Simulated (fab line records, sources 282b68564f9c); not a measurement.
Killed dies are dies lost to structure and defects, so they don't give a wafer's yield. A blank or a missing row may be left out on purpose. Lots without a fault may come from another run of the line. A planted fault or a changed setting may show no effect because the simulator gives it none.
Chamber matching | flow rit_cmos | RIT_GATE_ETCH_19 on rie_si-02: 4 sister chambers
The step etches poly-Si in SF6/CHF3/O2, stops on SiO2, time 161.2 s, target depth 312.5 nm. 4 wafers are shown with their chamber, then 9 later ones without.

WAFERS WITH THEIR CHAMBER
wafer  | chamber | throttle_valve_pct (%)
L739.1 | 3       | 10.27
L739.5 | 1       | 9.96
L741.1 | 0       | 10.06
L741.5 | 2       | 10.14

WAFERS WITHOUT THEIR CHAMBER
wafer  | throttle_valve_pct (%)
L749.1 | 10.04
L749.5 | 9.95
L749.6 | 10.14
L751.1 | 10.27
L751.2 | 9.95
L751.4 | 10.14
L753.2 | 9.98
L753.3 | 10.15
L753.6 | 10.14

WHICH CHAMBER EACH WENT THROUGH
wafer  | from the rows above | in truth
L749.1 | 0                   | 0
L749.5 | 1                   | 1
L749.6 | 2                   | 2
L751.1 | 3                   | 3
L751.2 | 1                   | 1
L751.4 | 2                   | 2
L753.2 | 1                   | 1
L753.3 | 2                   | 2
L753.6 | 2                   | 2
Placed correctly: 9 of 9. Can't be placed from these rows: 0. Placed wrongly: 0.
How it was worked out, from the rows above alone: a wafer's distance from a chamber is the root of the sum, over the readings, of the square of ((its reading less the chamber's mean) divided by the reading's scatter). The wafer belongs to the nearest chamber; if the next one is less than 2 further off, it can't be placed. A chamber's mean is the mean of its shown wafers. The scatter: with one shown wafer a chamber, the root of the mean of the squares of how far each hidden wafer lies from its nearest shown one.
